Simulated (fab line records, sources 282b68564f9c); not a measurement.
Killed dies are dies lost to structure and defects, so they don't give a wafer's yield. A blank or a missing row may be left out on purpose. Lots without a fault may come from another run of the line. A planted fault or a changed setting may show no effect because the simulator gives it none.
Problem report in the 8D (eight disciplines) form, filled by code | flow rit_cmos | the parts of the form that need people (team, actions taken, sign-off) are left out

1. THE PROBLEM
ACTIVE_NITRIDE_THK at RIT_ACTIVE_THK_MEAS_04 reads a mean of 125.5 nm on 6 wafers of 2 lots; wafers without a fault read 150.6 nm with a standard deviation of 1.6. That is -16 standard deviations from the usual mean.
First seen on wafer L674.1, day 2 19:50, on film_metro-01. The record holds 42 wafers of 14 lots with a number at this step. Rule for "out", or "out of limits": more than 4 standard deviations from the usual mean. The other wafers with a number count as sound.

2. WHAT IT IS AND WHAT IT IS NOT
question                    | is                           | is not
which readings at this step | ACTIVE_NITRIDE_THK           | -
which lots                  | L674, L675                   | L668, L670, L671, L673, L683, L684, L685, L686, L688, L689, L690, L691
which wafers of those lots  | all that have a number       | -
read on which gauges        | film_metro-01, film_metro-02 | film_metro-03
when                        | from day 2 19:50             | up to then (12 sound wafers); but 24 sound wafers of L683, L684, L685, L686, L688, L689, L690, L691 came after

3. SUSPECTS, AND WHAT RULES EACH OUT
Counting: a tool at a process step up to the reading stays a suspect if it ran every lot that is out and no sound lot after the first of them.
- the gauge at RIT_ACTIVE_THK_MEAS_04: ruled out. The wafers that are out were read on 2 gauges (film_metro-01, film_metro-02).
- lpcvd-01 at RIT_ACTIVE_CVD_03 (deposits Si3N4 from SiH2Cl2/NH3, target thk 150 nm, time 1500 s): ruled out as a lasting fault. Sound lots L690 ran on it after its first lot that is out, L674 (day 2 18:25).
Left after counting: nothing in the record.

4. THE CAUSE (what the simulator had put in)
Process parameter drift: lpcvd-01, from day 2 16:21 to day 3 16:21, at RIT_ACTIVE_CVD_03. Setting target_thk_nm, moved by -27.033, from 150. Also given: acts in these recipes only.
Counting ruled it out, wrongly: the rule takes a fault to strike every lot that its tool runs from its start on, and this one did not.

5. THE CHAIN OF EFFECTS, in route order
Each row: a reading whose mean over the struck wafers that have a number lies more than 3 standard deviations from the usual. Only readings for which the record gives a usual standard deviation are gone through. hours: the time from each lot's start at the first step in this table that gives one to its start at this step, as a median over the lots. sigmas: the change in usual standard deviations.
hours | step                   | reading            | usual      | on struck wafers | change | sigmas
0     | RIT_ACTIVE_THK_MEAS_04 | ACTIVE_NITRIDE_THK | 150.6 nm   | 125.5            | -25.1  | -16
1     | RIT_ACTIVE_ETCH_13     | oes_product_au     | 0.826 a.u. | 0.748            | -0.078 | -5.6
The process steps in it:
- RIT_ACTIVE_ETCH_13: etches Si3N4 in SF6, stops on SiO2, time 210 s, target depth 210 nm.

6. WHAT WOULD HAVE CAUGHT IT SOONER
In this record the first reading out of limits at a measuring or inspecting step was taken at day 2 19:50, 3 hours after the fault began at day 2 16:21.
